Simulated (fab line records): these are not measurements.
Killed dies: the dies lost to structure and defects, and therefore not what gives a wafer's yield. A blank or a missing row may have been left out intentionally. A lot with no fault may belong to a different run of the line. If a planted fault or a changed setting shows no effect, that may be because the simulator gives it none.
Comparing a struck lot with a sound one | flow rit cmos | 43 out of 202 route steps
Sound: these wafers, L234.2, L234.3, L234.6. Wafers L242.3, L242.4, L242.6 were the ones struck. Last of all comes the cause.
For every step that has rows: the tool of each side, followed by ch and its chambers, followed by its first start. Under that, the readings that differ: sound wafers | struck wafers | difference of the means | sigmas: that difference in standard deviations of wafers without a fault.
alike: words and numbers the same on both sides, and readings whose means are apart by under 2 such deviations; not compared: readings that were withheld, readings missing a value for some wafer, numbers with overlapping values and no deviation given by the record, and bounds like >300 which may hide the same value.
Wherever a step has rows on one side only, a row that says differs or no value, or a row with sigmas, the two part there. Non-overlapping numbers with no deviation appear without sigmas and do not part them. Lack of a reading on every wafer of one side parts them only where that side has two or more wafers.

first, 1 step without rows for these wafers: RIT_PRETRO_DEVELOP_05 (develop time 68 s).
RIT_PRETRO_OVL_MEAS_06:
  sound on overlay-01, day 2 12:40; struck on overlay-02, day 4 04:11
  reading         | sound       | struck         | difference | sigmas
  PRETRO_OVL (nm) | 2.9 2.3 1.7 | -0.4 -1.0 -0.7 | -3.0       | -2
then, 2 steps without rows for these wafers: RIT_PRETRO_HARDBAKE_07 (time 120 s); RIT_PRETRO_IMPLANT_08.
RIT_PRETRO_STRIP_09: strips in O2, time 180 s.
  sound on plasma asher-02 ch 1, day 2 13:05; struck on plasma asher-01 ch 0,1, day 4 04:40
  reading                     | sound       | struck      | difference | sigmas
  drypump motor current A (A) | 6.2 6.2 6.2 | 5.8 4.8 4.8 | -1.1       | -2
  not compared: rf hours counter h
RIT_PRETRO_TW_MEAS_10:
  sound on film metro-04, day 2 13:17; struck on film metro-01, day 4 04:48
  alike: PRETRO_TW
then, 5 steps without rows for these wafers: RIT_GATE_WET_ETCH_00 (etches SiO2 in BOE, target depth 56 nm, time 60 s); RIT_GATE_CLEAN_01 (cleans in SC1, time 600 s); RIT_GATE_CLEAN_02 (cleans in dHF, time 30 s); RIT_GATE_CLEAN_03 (cleans in SC2, time 600 s); RIT_GATE_CLEAN_04 (cleans in dHF, time 60 s).
RIT_FOX2_THK_MEAS_91:
  sound on film metro-02, day 2 13:45; struck on film metro-04, day 4 05:19
  alike: FIELD_OXIDE_LEFT_2_THK
RIT_GATE_OXIDATION_05: target thk 3 nm, ox time 270 s.
  sound on furnace-03 ch 0, day 2 13:48; struck on furnace-03 ch 0, day 4 05:35
  alike: tube center temp C
then, 1 step without rows for these wafers: RIT_GATE_ANNEAL_06 (time 600 s).
RIT_GATE_THK_MEAS_07:
  sound on film metro-04, day 2 15:08; struck on film metro-02, day 4 06:56
  alike: GATE_OXIDE_THK
then, 1 step without rows for these wafers: RIT_GATE_CVD_08 (deposits poly-Si from SiH4, target thk 250 nm, time 2220 s).
RIT_GATE_THK_MEAS_09:
  sound on film metro-04, day 2 16:49; struck on film metro-03, day 4 08:36
  alike: GATE_POLY_THK
then, 6 steps without rows for these wafers: RIT_GATE_HMDS_10 (prime time 60 s); RIT_GATE_COAT_11 (resist thk 850 nm); RIT_GATE_SOFTBAKE_12 (time 60 s); RIT_GATE_EXPOSE_13 (exposes mask M6, target cd 150 nm); RIT_GATE_PEB_14; RIT_GATE_DEVELOP_15 (develop time 47.86 s).
RIT_GATE_CD_MEAS_16 targets a cd of 150 nm.
  sound on cd sem-01, day 2 17:44; struck on cd sem-02, day 4 09:32
  alike: cd nm
RIT_GATE_OVL_MEAS_17:
  sound on overlay-02, day 2 17:50; struck on overlay-01, day 4 09:37
  alike: GATE_OVL
then, 1 step without rows for these wafers: RIT_GATE_HARDBAKE_18 (time 60 s).
RIT_GATE_ETCH_19: etches poly-Si in SF6/CHF3/O2, stops on SiO2, time 165 s, target depth 312.5 nm.
  sound on rie si-02 ch 2,3, day 2 18:01; struck on rie si-02 ch 2,3, day 4 09:48
  alike: drypump motor current A, oes product au, throttle valve pct
  not compared: rf hours counter h
RIT_GATE_STRIP_20: strips in O2, time 180 s.
  sound on plasma asher-04 ch 1, day 2 18:08; struck on plasma asher-02 ch 0,1, day 4 09:58
  alike: drypump motor current A
  not compared: rf hours counter h
RIT_GATE_CD_MEAS_90 targets a cd of 150 nm.
  sound on cd sem-01, day 2 18:19; struck on cd sem-01, day 4 10:07
  alike: cd nm
then, 4 steps without rows for these wafers: RIT_REOX_CLEAN_00 (cleans in SC1, time 600 s); RIT_REOX_CLEAN_01 (cleans in dHF, time 30 s); RIT_REOX_CLEAN_02 (cleans in SC2, time 600 s); RIT_REOX_OXIDATION_03 (target thk 25.2 nm, ox time 5310 s).
RIT_REOX_THK_MEAS_04:
  sound on film metro-01, day 2 21:53; struck on film metro-04, day 4 13:22
  alike: REOX_OXIDE_THK
then, 6 steps without rows for these wafers: RIT_NLDD_HMDS_00 (prime time 60 s); RIT_NLDD_COAT_01 (resist thk 1000 nm); RIT_NLDD_SOFTBAKE_02 (time 60 s); RIT_NLDD_EXPOSE_03 (exposes mask M7, target cd 40700 nm); RIT_NLDD_PEB_04; RIT_NLDD_DEVELOP_05 (develop time 50 s).
RIT_NLDD_OVL_MEAS_06:
  sound on overlay-02, day 2 22:47; struck on overlay-02, day 4 14:16
  alike: NLDD_OVL
then, 1 step without rows for these wafers: RIT_NLDD_HARDBAKE_07 (time 60 s).
RIT_M1_PROBE_99:
  sound on prober-01, day 3 14:25; struck on prober-01, day 5 06:02
  reading             | sound  | struck   | difference | sigmas
  killed at front end | 5 10 8 | 86 86 79 | +76        | +26
  killed dies         | 5 10 8 | 86 86 79 | +76        | +26
  killed on rim       | 1 2 3  | 20 22 20 | +19        | +12
  alike: killed at contacts, killed open, killed short

WHERE THEY PART
Earliest at RIT_PRETRO_OVL_MEAS_06; latest, in this record, at RIT_M1_PROBE_99.

WHY: what had been put in by the simulator
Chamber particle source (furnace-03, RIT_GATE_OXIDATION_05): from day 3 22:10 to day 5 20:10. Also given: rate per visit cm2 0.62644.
